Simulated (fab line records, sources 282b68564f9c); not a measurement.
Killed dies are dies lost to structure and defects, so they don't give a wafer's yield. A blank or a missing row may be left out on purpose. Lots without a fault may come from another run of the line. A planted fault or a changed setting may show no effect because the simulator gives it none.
Which tool did it? | flow rit_cmos | 14 lots, 42 wafers sampled, at 1 step of a route of 202

WHAT THE GAUGES READ, wafer by wafer
RIT_NRETRO_TW_MEAS_10. Usual: NRETRO_TW 1040, standard deviation 7.5.
lot  | measured    | on            | NRETRO_TW      | flag
L921 | day 2 06:00 | film_metro-01 | 1050 1045 1047 |
L922 | day 2 10:28 | film_metro-01 | 1045 1043 1046 |
L923 | day 2 16:19 | film_metro-03 | 1058 1054 1062 |
L924 | day 2 21:14 | film_metro-02 | 1048 1042 1041 |
L925 | day 3 02:16 | film_metro-03 | 1043 1042 1044 |
L926 | day 3 07:17 | film_metro-02 | 1032 1032 1031 |
L927 | day 3 11:29 | film_metro-01 | 1032 1035 1028 |
L928 | day 3 17:08 | film_metro-03 | 1041 1047 1050 |
L929 | day 3 22:05 | film_metro-03 | 1043 1043 1043 |
L930 | day 4 03:49 | film_metro-02 | 1034 1031 1033 |
L934 | day 4 23:24 | film_metro-01 | 1036 1034 1038 |
L938 | day 5 18:50 | film_metro-01 | 1035 1046 1039 |
L941 | day 6 12:41 | film_metro-02 | 1033 1036 1031 |
L943 | day 6 21:43 | film_metro-02 | 1033 1040 1035 |

WHICH TOOL RAN EACH LOT (tool, then ch and the chambers of the sampled wafers, then the start)
The record holds no process step before these readings.

WHAT THE TOOLS THEMSELVES READ (means of the sampled wafers that have a number; where no wafer has one, the mark that the record gives instead)
The record holds no such reading with a usual standard deviation.

THE ANSWER, worked out from the rows above alone
Rule: a lot is off if the mean of its wafers that have a number lies more than 3 standard deviations from the usual mean. A lot without any number at a reading at which 4 lots or more have one is off too. The other lots that the step has rows for count as sound. The gauges are gone through in route order, then the tools' own readings, and for those a lot's mean is taken as printed above. The first step at which some lot is off is used, and at that step the reading that is off furthest; a lot without a number counts as furthest.
No lot is off at any reading shown: from this, nothing can be told.

WHAT THE SIMULATOR HAD PUT IN
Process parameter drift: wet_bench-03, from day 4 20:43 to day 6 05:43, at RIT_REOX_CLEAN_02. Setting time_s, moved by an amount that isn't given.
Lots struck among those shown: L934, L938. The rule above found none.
